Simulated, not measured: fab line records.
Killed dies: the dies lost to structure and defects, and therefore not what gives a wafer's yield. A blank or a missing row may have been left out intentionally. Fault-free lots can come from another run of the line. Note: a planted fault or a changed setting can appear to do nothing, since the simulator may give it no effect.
Which tool did it? | flow ritCmos | 14 lots with 42 wafers sampled at 2 steps, on a route of 202 steps

## WHAT THE GAUGES READ, wafer by wafer
RIT_GATE_THK_MEAS_09.
lot  | measured    | on           | GATE_POLY_THK (nm)
L171 | day 2 13:14 | filmMetro-01 | 248.5 250.3 248.1
L172 | day 2 21:26 | filmMetro-01 | 249.9 251.5 250.5
L174 | day 3 04:01 | filmMetro-03 | 250.8 254.2 250.0
L176 | day 3 15:25 | filmMetro-03 | 249.6 247.7 248.3
L177 | day 3 22:16 | filmMetro-03 | 248.7 247.6 248.1
L178 | day 4 00:47 | filmMetro-04 | 247.5 246.0 245.1
L180 | day 4 11:23 | filmMetro-01 | 245.5 245.0 245.1
L181 | day 4 18:44 | filmMetro-03 | 249.5 248.2 249.5
L183 | day 5 04:16 | filmMetro-04 | 248.5 248.7 249.4
L189 | day 6 11:28 | filmMetro-03 | 244.0 245.2 242.8
L191 | day 6 17:23 | filmMetro-04 | 249.6 252.0 250.7
L192 | day 6 23:54 | filmMetro-01 | 253.4 252.1 253.0
L193 | day 7 06:40 | filmMetro-03 | 246.5 246.1 245.4
L194 | day 7 08:37 | filmMetro-01 | 247.6 248.5 250.6

RIT_REOX_THK_MEAS_04.
lot  | measured    | on           | REOX_OXIDE_THK (nm)
L171 | day 2 18:25 | filmMetro-03 | 24.8 24.6 24.7
L172 | day 3 02:05 | filmMetro-04 | 25.1 24.9 25.8
L174 | day 3 09:23 | filmMetro-02 | 25.0 24.9 25.0
L176 | day 3 20:28 | filmMetro-04 | 25.5 25.9 25.8
L177 | day 4 04:29 | filmMetro-04 | 25.0 25.4 24.9
L178 | day 4 07:02 | filmMetro-04 | 25.2 25.0 25.4
L180 | day 4 16:58 | filmMetro-04 | 25.4 25.1 25.2
L181 | day 4 23:52 | filmMetro-02 | 25.1 25.0 25.3
L183 | day 5 09:58 | filmMetro-02 | 25.3 25.2 25.9
L189 | day 6 16:01 | filmMetro-04 | 24.9 24.5 25.3
L191 | day 6 21:59 | filmMetro-03 | 25.8 26.2 25.6
L192 | day 7 04:39 | filmMetro-03 | 24.9 25.2 25.1
L193 | day 7 11:33 | filmMetro-02 | 25.3 25.2 25.5
L194 | day 7 13:11 | filmMetro-02 | 25.7 25.9 25.8

## EACH LOT AND THE TOOL THAT RAN IT (in order: tool; ch and the chambers of the sampled wafers; start)
No process step before these readings appears in the record.

## WHAT THE TOOLS THEMSELVES READ (means of the sampled wafers that have a number; where no wafer has one, the mark that the record gives instead)
The record holds no such reading with a usual standard deviation.

## THE ANSWER, worked out from the rows above alone
Rule: the usual values come from the lots themselves. Put in order of their means at a reading, lots are off if they are a third of the lots or fewer, leave a main group of 4 or more, and stand apart from it by a gap of 3 or more times the standard deviation of the main group's means; of several such gaps the widest counts. The tables above print the reading to a certain number of digits; a main group whose means all agree to those digits is not used. A lot without any number at a reading at which 4 lots or more have one is off too. The other lots that the step has rows for count as sound. First the gauges in route order, then the tools' own readings, where a lot's mean is used as printed above. The first step at which some lot is off is used, and at that step the reading that is off furthest; a lot without a number counts as furthest.
Across all readings shown, no lot is off: no conclusion can be drawn from this.

## WHAT HAD BEEN PUT IN BY THE SIMULATOR
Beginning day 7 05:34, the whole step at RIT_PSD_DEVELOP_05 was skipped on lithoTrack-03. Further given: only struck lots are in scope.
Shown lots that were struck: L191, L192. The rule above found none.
